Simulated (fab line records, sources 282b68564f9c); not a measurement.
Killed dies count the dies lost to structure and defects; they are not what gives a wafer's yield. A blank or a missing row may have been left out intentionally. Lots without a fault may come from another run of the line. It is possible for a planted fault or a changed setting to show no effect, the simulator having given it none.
Which tool did it? ; flow rit-cmos ; Sampling: 14 lots, 42 wafers, 5 of 202 route steps

WHAT EACH GAUGE READ, for each wafer
RIT_NWELL_OVL_MEAS_06.
lot;measured;on;NWELL_OVL (nm)
L558;day 1 22:26;overlay-01;-2.6 -0.5 -1.6
L559;day 2 03:41;overlay-02;1.5 -1.8 -2.0
L560;day 2 06:20;overlay-01;-2.1 -1.5 -2.7
L561;day 2 11:23;overlay-01;-0.8 -1.3 -1.2
L563;day 2 23:28;overlay-01;-2.3 -1.8 -1.8
L566;day 3 12:53;overlay-01;1.4 -1.0 0.7
L567;day 3 18:47;overlay-02;-0.1 1.4 0.6
L568;day 3 23:19;overlay-01;-0.4 -1.1 -3.0
L569;day 4 03:08;overlay-02;0.5 1.5 1.9
L572;day 4 18:58;overlay-01;-1.2 -0.8 -0.5
L575;day 5 10:04;overlay-01;-3.8 -2.7 -3.0
L577;day 5 22:26;overlay-01;1.0 0.9 0.2
L578;day 6 05:47;overlay-02;-2.1 -1.8 -1.6
L581;day 6 17:31;overlay-01;0.6 -1.8 -0.4

RIT_PLDD_OVL_MEAS_06.
lot;measured;on;PLDD_OVL (nm)
L558;day 2 21:18;overlay-02;-4.3 -1.9 -3.4
L559;day 3 01:46;overlay-02;-1.3 -1.2 0.4
L560;day 3 04:26;overlay-01;-0.4 -1.5 -2.7
L561;day 3 09:04;overlay-02;-2.8 -2.0 -3.9
L563;day 3 21:52;overlay-02;-0.8 -0.2 -0.6
L566;day 4 10:47;overlay-01;-2.2 -2.0 -3.4
L567;day 4 16:43;overlay-02;1.0 -1.8 -0.3
L568;day 4 21:31;overlay-01;-2.6 -3.1 -2.4
L569;day 5 01:14;overlay-01;-152.1 -150.4 -150.7
L572;day 5 17:52;overlay-02;-149.0 -152.1 -150.3
L575;day 6 10:31;overlay-02;1.2 -2.2 -0.7
L577;day 6 23:08;overlay-01;-1.1 0.0 -1.1
L578;day 7 03:24;overlay-01;-1.9 -1.9 0.2
L581;day 7 14:55;overlay-01;-0.5 0.3 -0.8

RIT_PLDD_TW_MEAS_10.
lot;measured;on;PLDD_TW
L558;day 2 21:49;film-metro-04;2392 2379 2369
L559;day 3 02:17;film-metro-02;2347 2339 2355
L560;day 3 04:57;film-metro-04;2373 2366 2378
L561;day 3 09:35;film-metro-04;2382 2366 2366
L563;day 3 22:22;film-metro-02;2351 2370 2340
L566;day 4 11:17;film-metro-04;2378 2361 2373
L567;day 4 17:14;film-metro-04;2365 2372 2365
L568;day 4 22:02;film-metro-04;2370 2379 2368
L569;day 5 01:46;film-metro-04;2383 2380 2381
L572;day 5 18:23;film-metro-02;2357 2360 2366
L575;day 6 11:01;film-metro-02;2345 2347 2350
L577;day 6 23:39;film-metro-04;2371 2368 2368
L578;day 7 03:55;film-metro-01;2377 2384 2381
L581;day 7 15:35;film-metro-04;2386 2382 2389

EACH LOT AND THE TOOL THAT RAN IT (in order: tool; ch and the chambers of the sampled wafers; start)
lot;RIT_GATE_STRIP_20;RIT_PLDD_EXPOSE_03
L558;plasma-asher-03 ch 0,1, day 2 15:43;iline-stepper-02 ch 0, day 2 20:52
L559;plasma-asher-01 ch 0,1, day 2 19:31;iline-stepper-01 ch 0, day 3 01:15
L560;plasma-asher-02 ch 0,1, day 2 22:44;iline-stepper-02 ch 0, day 3 04:02
L561;plasma-asher-02 ch 0,1, day 3 03:24;iline-stepper-02 ch 0, day 3 08:40
L563;plasma-asher-01 ch 0,1, day 3 16:05;iline-stepper-01 ch 0, day 3 21:23
L566;plasma-asher-01 ch 0,1, day 4 04:49;iline-stepper-02 ch 0, day 4 10:23
L567;plasma-asher-02 ch 0,1, day 4 10:47;iline-stepper-02 ch 0, day 4 16:17
L568;plasma-asher-03 ch 0,1, day 4 15:47;iline-stepper-02 ch 0, day 4 21:07
L569;plasma-asher-03 ch 0,1, day 4 19:32;iline-stepper-01 ch 0, day 5 00:52
L572;plasma-asher-02 ch 0,1, day 5 11:45;iline-stepper-01 ch 0, day 5 17:29
L575;plasma-asher-02 ch 0,1, day 6 03:22;iline-stepper-02 ch 0, day 6 09:59
L577;plasma-asher-02 ch 0,1, day 6 16:30;iline-stepper-02 ch 0, day 6 22:45
L578;plasma-asher-01 ch 0,1, day 6 21:40;iline-stepper-02 ch 0, day 7 03:00
L581;plasma-asher-01 ch 0,1, day 7 09:15;iline-stepper-02 ch 0, day 7 14:31
- RIT_GATE_STRIP_20: strips in O2, time 180 s.
- RIT_PLDD_EXPOSE_03: exposes mask M8, target cd 40900 nm.

WHAT THE TOOLS THEMSELVES READ (means of the sampled wafers that have a number; where no wafer has one, the mark that the record gives instead)
RIT_GATE_STRIP_20.
lot;tool;drypump-motor-current-A (A)
L558;plasma-asher-03;5.3
L559;plasma-asher-01;5.6
L560;plasma-asher-02;5.6
L561;plasma-asher-02;5.6
L563;plasma-asher-01;5.4
L566;plasma-asher-01;5.7
L567;plasma-asher-02;5.7
L568;plasma-asher-03;5.6
L569;plasma-asher-03;5.3
L572;plasma-asher-02;5.6
L575;plasma-asher-02;5.6
L577;plasma-asher-02;5.7
L578;plasma-asher-01;5.7
L581;plasma-asher-01;5.6

RIT_PLDD_EXPOSE_03.
lot;tool;stage-vel-mm-s (mm/s)
L558;iline-stepper-02;500.11
L559;iline-stepper-01;500.29
L560;iline-stepper-02;500.04
L561;iline-stepper-02;499.68
L563;iline-stepper-01;500.13
L566;iline-stepper-02;500.14
L567;iline-stepper-02;500.02
L568;iline-stepper-02;500.27
L569;iline-stepper-01;500.03
L572;iline-stepper-01;499.68
L575;iline-stepper-02;499.91
L577;iline-stepper-02;499.99
L578;iline-stepper-02;500.03
L581;iline-stepper-02;499.96

THE ANSWER, worked out from the rows above alone
Rule: usual is defined by the lots themselves. The widest of any qualifying gaps counts: lots, ordered by their means at a reading, are off when they make up no more than a third of the lots, leave a main group of 4 or more, and stand apart from it by 3 or more times the standard deviation of that group's means. A main group is skipped when, at the precision printed for the reading in the tables above, its means are all equal. A lot without any number at a reading at which 4 lots or more have one is off too. The other lots that the step has rows for count as sound. The gauges are gone through in route order, then the tools' own readings, and for those a lot's mean is taken as printed above. At the first step where some lot is off, the reading lying furthest off is the one used; lots without a number count as furthest.
Off: L569, L572, at RIT_PLDD_OVL_MEAS_06 (PLDD_OVL). The main group: mean -1.4 nm, standard deviation 1.
A tool fits if, at a process step before that reading, it ran every lot that is off, and no sound lot after the first of them. Those tools and the gauges at RIT_PLDD_OVL_MEAS_06 are tried in the same way. One fits: iline-stepper-01 at RIT_PLDD_EXPOSE_03. A fault onset in the window from L563 (day 3 21:23, its last sound lot) to L569 (day 5 00:52, its first lot off) fits.

WHAT WAS PUT IN BY THE SIMULATOR
Scanner matching overlay: iline-stepper-01, from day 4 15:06 on, at RIT_PLDD_EXPOSE_03. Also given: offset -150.
Lots struck among those shown: L569, L572. Same finding as the rule above.
